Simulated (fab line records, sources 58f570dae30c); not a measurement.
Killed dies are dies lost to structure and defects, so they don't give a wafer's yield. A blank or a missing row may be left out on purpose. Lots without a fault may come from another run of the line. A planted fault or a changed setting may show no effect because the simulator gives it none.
Which tool did it? | flow berkeley_cmos170 | 14 lots, 42 wafers sampled, at 6 steps of a route of 331

WHAT THE GAUGES READ, wafer by wafer
UCB170_NSD_TW_MEAS_10.
lot  | measured     | on            | NSD_TW
L302 | day 7 18:57  | film_metro-03 | 4146 4134 4136
L304 | day 8 11:22  | film_metro-04 | 4222 4237 4254
L305 | day 8 11:33  | film_metro-01 | 4175 4206 4192
L309 | day 9 02:25  | film_metro-04 | 4236 4255 4220
L308 | day 9 04:34  | film_metro-04 | 4243 4240 4241
L315 | day 10 14:25 | film_metro-01 | 4170 4141 4154
L316 | day 10 22:22 | film_metro-03 | 4110 4130 4122
L319 | day 11 12:10 | film_metro-01 | 4160 4153 4163
L318 | day 11 12:23 | film_metro-04 | 4225 4240 4229
L323 | day 12 01:04 | film_metro-01 | 4194 4175 4188
L320 | day 12 01:20 | film_metro-03 | 4128 4154 4121
L322 | day 12 01:28 | film_metro-04 | 4237 4242 4253
L324 | day 12 05:47 | film_metro-04 | 4228 4241 4223
L325 | day 12 06:55 | film_metro-01 | 4148 4149 4184

UCB170_SILICIDE_RS_MEAS_02: measures by four-point-probe.
lot  | measured     | on            | SILICIDE_TI_RS (ohm/sq)
L302 | day 7 21:47  | film_metro-02 | 25.7 25.9 25.8
L304 | day 8 13:02  | film_metro-02 | 26.5 26.3 26.2
L305 | day 8 13:13  | film_metro-03 | 26.1 26.2 26.0
L309 | day 9 06:19  | film_metro-02 | 26.0 26.0 26.5
L308 | day 9 06:56  | film_metro-01 | 26.2 27.0 26.5
L315 | day 10 16:15 | film_metro-02 | 25.9 26.4 25.8
L316 | day 11 00:01 | film_metro-01 | 25.6 25.9 25.5
L319 | day 11 13:52 | film_metro-03 | 26.0 25.7 25.9
L318 | day 11 14:20 | film_metro-02 | 26.7 26.4 26.3
L323 | day 12 05:31 | film_metro-02 | 26.7 26.4 26.2
L320 | day 12 05:27 | film_metro-01 | 26.7 26.3 26.1
L322 | day 12 05:17 | film_metro-01 | 25.5 25.9 25.8
L324 | day 12 07:39 | film_metro-02 | 26.3 26.5 26.4
L325 | day 12 08:37 | film_metro-02 | 26.1 26.1 26.1

UCB170_CONTACT_CD_MEAS_90: target cd 700 nm.
lot  | measured     | on        | cd_nm (nm)
L302 | day 8 02:38  | cd_sem-01 | 698.1 699.5 699.7
L304 | day 8 18:53  | cd_sem-01 | 703.4 700.7 702.4
L305 | day 8 19:10  | cd_sem-01 | 699.7 698.8 700.3
L309 | day 9 11:37  | cd_sem-02 | 699.4 700.0 700.9
L308 | day 9 12:07  | cd_sem-02 | 698.1 698.0 697.8
L315 | day 10 22:28 | cd_sem-02 | 698.0 700.0 698.2
L316 | day 11 05:23 | cd_sem-01 | 698.0 699.3 697.5
L319 | day 11 22:04 | cd_sem-01 | 697.5 698.1 696.8
L318 | day 11 21:32 | cd_sem-02 | 698.7 702.3 701.8
L323 | day 12 11:22 | cd_sem-01 | 700.3 699.4 701.3
L320 | day 12 11:08 | cd_sem-01 | 700.4 702.5 699.5
L322 | day 12 10:57 | cd_sem-01 | 700.1 700.5 701.5
L324 | day 12 12:31 | cd_sem-01 | 699.8 702.1 699.2
L325 | day 12 14:35 | cd_sem-01 | 699.6 702.1 697.2

UCB170_M1_RS_MEAS_01: measures by four-point-probe.
lot  | measured     | on            | M1_AL_RS (ohm/sq)
L302 | day 8 03:05  | film_metro-03 | 0.0481 0.0480 0.0489
L304 | day 8 19:14  | film_metro-04 | 0.0475 0.0469 0.0466
L305 | day 8 19:46  | film_metro-03 | 0.0237 0.0239 0.0240
L309 | day 9 11:59  | film_metro-03 | 0.0482 0.0483 0.0484
L308 | day 9 13:03  | film_metro-01 | 0.0241 0.0237 0.0241
L315 | day 10 22:50 | film_metro-04 | 0.0488 0.0483 0.0491
L316 | day 11 05:45 | film_metro-01 | 0.0486 0.0481 0.0489
L319 | day 11 22:26 | film_metro-01 | 0.0492 0.0487 0.0484
L318 | day 11 21:53 | film_metro-01 | 0.0485 0.0488 0.0479
L323 | day 12 11:46 | film_metro-04 | 0.0491 0.0489 0.0490
L320 | day 12 11:36 | film_metro-01 | 0.0481 0.0485 0.0482
L322 | day 12 11:26 | film_metro-04 | 0.0474 0.0480 0.0480
L324 | day 12 12:53 | film_metro-03 | 0.0481 0.0486 0.0486
L325 | day 12 14:58 | film_metro-01 | 0.0490 0.0490 0.0492

UCB170_M1_THK_MEAS_02: measures by xrf.
lot  | measured     | on            | M1_AL_THK (nm)
L302 | day 8 03:13  | film_metro-03 | 597 598 588
L304 | day 8 19:21  | film_metro-04 | 612 618 626
L305 | day 8 19:52  | film_metro-03 | 1199 1191 1185
L309 | day 9 12:05  | film_metro-03 | 601 596 596
L308 | day 9 13:10  | film_metro-01 | 1163 1183 1155
L315 | day 10 22:57 | film_metro-04 | 597 601 597
L316 | day 11 05:52 | film_metro-01 | 587 594 582
L319 | day 11 22:32 | film_metro-01 | 577 581 588
L318 | day 11 21:59 | film_metro-01 | 585 585 593
L323 | day 12 11:53 | film_metro-04 | 588 596 586
L320 | day 12 11:43 | film_metro-01 | 590 584 592
L322 | day 12 11:32 | film_metro-04 | 606 601 604
L324 | day 12 13:00 | film_metro-03 | 593 589 588
L325 | day 12 15:05 | film_metro-01 | 582 581 577

WHICH TOOL RAN EACH LOT (tool, then ch and the chambers of the sampled wafers, then the start)
lot  | UCB170_M1_SPUTTER_00
L302 | pvd_sputter-01, day 8 03:02
L304 | pvd_sputter-04, day 8 19:10
L305 | pvd_sputter-03, day 8 19:27
L309 | pvd_sputter-04, day 9 11:54
L308 | pvd_sputter-03, day 9 12:46
L315 | pvd_sputter-01, day 10 22:46
L316 | pvd_sputter-04, day 11 05:41
L319 | pvd_sputter-03, day 11 22:20
L318 | pvd_sputter-01, day 11 21:47
L323 | pvd_sputter-03, day 12 11:43
L320 | pvd_sputter-04, day 12 11:31
L322 | pvd_sputter-01, day 12 11:20
L324 | pvd_sputter-01, day 12 12:49
L325 | pvd_sputter-04, day 12 14:54
- UCB170_M1_SPUTTER_00: material Al, target thk 600 nm, time 80 s.

WHAT THE TOOLS THEMSELVES READ (means of the sampled wafers that have a number; where no wafer has one, the mark that the record gives instead)
UCB170_M1_SPUTTER_00.
lot  | tool           | throttle_valve_pct (%)
L302 | pvd_sputter-01 | 29.6
L304 | pvd_sputter-04 | 29.6
L305 | pvd_sputter-03 | 30.3
L309 | pvd_sputter-04 | 29.9
L308 | pvd_sputter-03 | 29.9
L315 | pvd_sputter-01 | 28.7
L316 | pvd_sputter-04 | 30.2
L319 | pvd_sputter-03 | 30.1
L318 | pvd_sputter-01 | 29.4
L323 | pvd_sputter-03 | 30.6
L320 | pvd_sputter-04 | 29.7
L322 | pvd_sputter-01 | 28.6
L324 | pvd_sputter-01 | 29.3
L325 | pvd_sputter-04 | 29.3

THE ANSWER, worked out from the rows above alone
Rule: what is usual is taken from the lots themselves. Put in order of their means at a reading, lots are off if they are a third of the lots or fewer, leave a main group of 4 or more, and stand apart from it by a gap of 3 or more times the standard deviation of the main group's means; of several such gaps the widest counts. A main group whose means are all the same, to the digits that the tables above print for the reading, isn't used. A lot without any number at a reading at which 4 lots or more have one is off too. The other lots that the step has rows for count as sound. The gauges are gone through in route order, then the tools' own readings, and for those a lot's mean is taken as printed above. The first step at which some lot is off is used, and at that step the reading that is off furthest; a lot without a number counts as furthest.
Off: L305, L308, at UCB170_M1_RS_MEAS_01 (M1_AL_RS). The main group: mean 0.0484 ohm/sq, standard deviation 0.00053.
A tool fits if, at a process step before that reading, it ran every lot that is off, and no sound lot after the first of them. The gauges at UCB170_M1_RS_MEAS_01 are tried like those tools. None of those tried fits.

WHAT THE SIMULATOR HAD PUT IN
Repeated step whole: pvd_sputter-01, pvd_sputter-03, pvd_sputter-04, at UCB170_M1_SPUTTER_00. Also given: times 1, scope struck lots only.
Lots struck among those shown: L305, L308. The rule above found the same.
